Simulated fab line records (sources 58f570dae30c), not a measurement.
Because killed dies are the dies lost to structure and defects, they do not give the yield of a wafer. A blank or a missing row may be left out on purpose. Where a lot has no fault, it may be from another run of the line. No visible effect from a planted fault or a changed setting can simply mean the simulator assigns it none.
The tool behind it: which one? / flow berkeley_cmos170 / Sampling: 15 lots, 45 wafers, 5 of 331 route steps

WHAT THE GAUGES READ, wafer by wafer
UCB170_SACOX_THK_MEAS_02.
lot=L770; measured=day 5 13:46; on=film_metro-02; SACOX_OXIDE_THK (nm)=14.83 14.37 14.59
lot=L769; measured=day 5 13:50; on=film_metro-02; SACOX_OXIDE_THK (nm)=14.39 14.89 14.84
lot=L771; measured=day 6 05:53; on=film_metro-01; SACOX_OXIDE_THK (nm)=14.15 14.12 14.43
lot=L774; measured=day 6 14:04; on=film_metro-01; SACOX_OXIDE_THK (nm)=13.98 13.65 13.95
lot=L773; measured=day 6 14:05; on=film_metro-02; SACOX_OXIDE_THK (nm)=14.15 14.12 14.26
lot=L775; measured=day 7 07:36; on=film_metro-02; SACOX_OXIDE_THK (nm)=14.37 14.39 14.52
lot=L779; measured=day 7 15:29; on=film_metro-01; SACOX_OXIDE_THK (nm)=14.73 14.70 14.74
lot=L780; measured=day 7 15:29; on=film_metro-02; SACOX_OXIDE_THK (nm)=14.52 14.46 14.57
lot=L783; measured=day 8 15:22; on=film_metro-04; SACOX_OXIDE_THK (nm)=14.65 14.45 14.45
lot=L784; measured=day 8 23:54; on=film_metro-04; SACOX_OXIDE_THK (nm)=14.67 14.57 14.82
lot=L787; measured=day 8 23:54; on=film_metro-01; SACOX_OXIDE_THK (nm)=14.17 14.56 14.21
lot=L786; measured=day 8 23:55; on=film_metro-02; SACOX_OXIDE_THK (nm)=14.75 14.82 14.73
lot=L789; measured=day 9 19:28; on=film_metro-02; SACOX_OXIDE_THK (nm)=14.42 14.43 14.24
lot=L791; measured=day 10 02:37; on=film_metro-02; SACOX_OXIDE_THK (nm)=14.40 14.28 14.59
lot=L790; measured=day 10 02:39; on=film_metro-01; SACOX_OXIDE_THK (nm)=14.99 14.88 14.99

UCB170_NLDD_OVL_MEAS_07.
lot=L770; measured=day 6 19:23; on=overlay-01; NLDD_OVL (nm)=0 -7 -7
lot=L769; measured=day 6 19:35; on=overlay-02; NLDD_OVL (nm)=5 -1 3
lot=L771; measured=day 7 18:53; on=overlay-01; NLDD_OVL (nm)=0 1 0
lot=L774; measured=day 8 00:08; on=overlay-01; NLDD_OVL (nm)=-4 -2 -3
lot=L773; measured=day 7 23:41; on=overlay-01; NLDD_OVL (nm)=3 -4 -2
lot=L775; measured=day 8 22:23; on=overlay-01; NLDD_OVL (nm)=-12 -5 -3
lot=L779; measured=day 9 01:30; on=overlay-01; NLDD_OVL (nm)=1 11 4
lot=L780; measured=day 9 01:58; on=overlay-02; NLDD_OVL (nm)=-2 -2 -1
lot=L783; measured=day 10 02:10; on=overlay-01; NLDD_OVL (nm)=184 175 178
lot=L784; measured=day 10 10:17; on=overlay-01; NLDD_OVL (nm)=174 178 174
lot=L787; measured=day 10 08:52; on=overlay-01; NLDD_OVL (nm)=-2 -2 -3
lot=L786; measured=day 10 10:01; on=overlay-02; NLDD_OVL (nm)=173 178 179
lot=L789; measured=day 11 06:49; on=overlay-01; NLDD_OVL (nm)=0 -4 2
lot=L791; measured=day 11 14:39; on=overlay-01; NLDD_OVL (nm)=2 -1 6
lot=L790; measured=day 11 15:03; on=overlay-02; NLDD_OVL (nm)=3 -3 3

UCB170_NSD_CD_MEAS_06 targets a cd of 1200 nm.
lot=L770; measured=day 7 05:36; on=cd_sem-02; cd_nm (nm)=1198.3 1198.6 1197.9
lot=L769; measured=day 7 05:25; on=cd_sem-02; cd_nm (nm)=1199.5 1198.8 1198.3
lot=L771; measured=day 8 04:17; on=cd_sem-01; cd_nm (nm)=1200.2 1199.9 1199.4
lot=L774; measured=day 8 10:18; on=cd_sem-02; cd_nm (nm)=1202.7 1201.1 1201.5
lot=L773; measured=day 8 10:05; on=cd_sem-01; cd_nm (nm)=1198.4 1198.2 1199.7
lot=L775; measured=day 9 07:10; on=cd_sem-01; cd_nm (nm)=1202.4 1202.1 1202.7
lot=L779; measured=day 9 10:17; on=cd_sem-02; cd_nm (nm)=1200.2 1200.0 1200.3
lot=L780; measured=day 9 10:41; on=cd_sem-01; cd_nm (nm)=1202.0 1202.9 1204.0
lot=L783; measured=day 10 12:49; on=cd_sem-01; cd_nm (nm)=1201.7 1202.3 1201.2
lot=L784; measured=day 10 19:31; on=cd_sem-01; cd_nm (nm)=1200.1 1198.7 1201.3
lot=L787; measured=day 10 18:58; on=cd_sem-01; cd_nm (nm)=1203.2 1201.3 1201.9
lot=L786; measured=day 10 19:40; on=cd_sem-01; cd_nm (nm)=1201.3 1200.0 1200.6
lot=L789; measured=day 11 15:46; on=cd_sem-02; cd_nm (nm)=1197.0 1196.6 1196.7
lot=L791; measured=day 11 23:31; on=cd_sem-02; cd_nm (nm)=1199.0 1200.4 1199.3
lot=L790; measured=day 11 23:46; on=cd_sem-02; cd_nm (nm)=1198.2 1199.7 1198.1

UCB170_SILICIDE_RS_MEAS_02: measures by four-point-probe.
lot=L770; measured=day 7 08:06; on=film_metro-03; SILICIDE_TI_RS (ohm/sq)=26.5 26.2 26.1
lot=L769; measured=day 7 07:42; on=film_metro-03; SILICIDE_TI_RS (ohm/sq)=26.4 27.0 26.3
lot=L771; measured=day 8 06:38; on=film_metro-04; SILICIDE_TI_RS (ohm/sq)=26.3 26.5 26.1
lot=L774; measured=day 8 12:35; on=film_metro-02; SILICIDE_TI_RS (ohm/sq)=25.8 26.1 26.1
lot=L773; measured=day 8 12:09; on=film_metro-02; SILICIDE_TI_RS (ohm/sq)=25.8 25.8 25.9
lot=L775; measured=day 9 09:24; on=film_metro-03; SILICIDE_TI_RS (ohm/sq)=26.6 25.8 26.7
lot=L779; measured=day 9 12:23; on=film_metro-02; SILICIDE_TI_RS (ohm/sq)=26.2 25.9 25.8
lot=L780; measured=day 9 12:46; on=film_metro-03; SILICIDE_TI_RS (ohm/sq)=26.4 26.2 26.8
lot=L783; measured=day 10 16:45; on=film_metro-02; SILICIDE_TI_RS (ohm/sq)=25.6 26.1 25.6
lot=L784; measured=day 10 21:35; on=film_metro-03; SILICIDE_TI_RS (ohm/sq)=26.4 26.4 25.9
lot=L787; measured=day 10 21:13; on=film_metro-02; SILICIDE_TI_RS (ohm/sq)=25.8 26.0 25.8
lot=L786; measured=day 10 21:57; on=film_metro-02; SILICIDE_TI_RS (ohm/sq)=26.3 26.4 26.4
lot=L789; measured=day 11 17:59; on=film_metro-02; SILICIDE_TI_RS (ohm/sq)=26.6 26.0 26.3
lot=L791; measured=day 12 01:36; on=film_metro-02; SILICIDE_TI_RS (ohm/sq)=26.3 25.7 26.3
lot=L790; measured=day 12 01:52; on=film_metro-04; SILICIDE_TI_RS (ohm/sq)=25.8 25.7 25.6

EACH LOT AND THE TOOL THAT RAN IT (in order: tool; ch and the chambers of the sampled wafers; start)
lot=L770; UCB170_NLDD_EXPOSE_03=krf_scanner-01 ch 0, day 6 18:19
lot=L769; UCB170_NLDD_EXPOSE_03=krf_scanner-01 ch 0, day 6 18:43
lot=L771; UCB170_NLDD_EXPOSE_03=krf_scanner-01 ch 0, day 7 18:05
lot=L774; UCB170_NLDD_EXPOSE_03=krf_scanner-01 ch 0, day 7 22:43
lot=L773; UCB170_NLDD_EXPOSE_03=krf_scanner-01 ch 0, day 7 22:19
lot=L775; UCB170_NLDD_EXPOSE_03=krf_scanner-01 ch 0, day 8 21:43
lot=L779; UCB170_NLDD_EXPOSE_03=krf_scanner-02 ch 0, day 9 00:53
lot=L780; UCB170_NLDD_EXPOSE_03=krf_scanner-02 ch 0, day 9 01:16
lot=L783; UCB170_NLDD_EXPOSE_03=krf_scanner-01 ch 0, day 10 01:30
lot=L784; UCB170_NLDD_EXPOSE_03=krf_scanner-01 ch 0, day 10 09:20
lot=L787; UCB170_NLDD_EXPOSE_03=krf_scanner-02 ch 0, day 10 07:34
lot=L786; UCB170_NLDD_EXPOSE_03=krf_scanner-01 ch 0, day 10 08:58
lot=L789; UCB170_NLDD_EXPOSE_03=krf_scanner-02 ch 0, day 11 05:25
lot=L791; UCB170_NLDD_EXPOSE_03=krf_scanner-02 ch 0, day 11 13:29
lot=L790; UCB170_NLDD_EXPOSE_03=krf_scanner-02 ch 0, day 11 13:58
- UCB170_NLDD_EXPOSE_03: exposes mask NSELECT, target cd 1200 nm.

WHAT THE TOOLS THEMSELVES READ (means of the sampled wafers that have a number; where no wafer has one, the mark that the record gives instead)
The record holds no such reading with a usual standard deviation.

THE ANSWER, worked out from the rows above alone
Rule: usual is defined by the lots themselves. The widest of any qualifying gaps counts: lots, ordered by their means at a reading, are off when they make up no more than a third of the lots, leave a main group of 4 or more, and stand apart from it by 3 or more times the standard deviation of that group's means. The tables above print the reading to a certain number of digits; a main group whose means all agree to those digits is not used. A lot without any number at a reading at which 4 lots or more have one is off too. Any other lot the step has rows for is counted as sound. After the gauges, taken in route order, come the tools' own readings; for these a lot's mean is taken, as printed above. The first step at which some lot is off is used, and at that step the reading that is off furthest; a lot without a number counts as furthest.
Off: at UCB170_NLDD_OVL_MEAS_07 (NLDD_OVL), L783, L784, L786. The main group has a mean of -1 nm with a standard deviation of 3.2.
A tool fits if, at a process step before that reading, it ran every lot that is off, and no sound lot after the first of them. The gauges at UCB170_NLDD_OVL_MEAS_07 are tried like those tools. One fits: krf_scanner-01 at UCB170_NLDD_EXPOSE_03. A fault onset in the window from L775 (day 8 21:43, its last sound lot) to L783 (day 10 01:30, its first lot off) fits.

WHAT THE SIMULATOR PUT IN
Scanner matching overlay: krf_scanner-01, from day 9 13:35 on, at UCB170_NLDD_EXPOSE_03. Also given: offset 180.
Struck lots among those shown: L783, L784, L786. This agrees with what the rule above found.
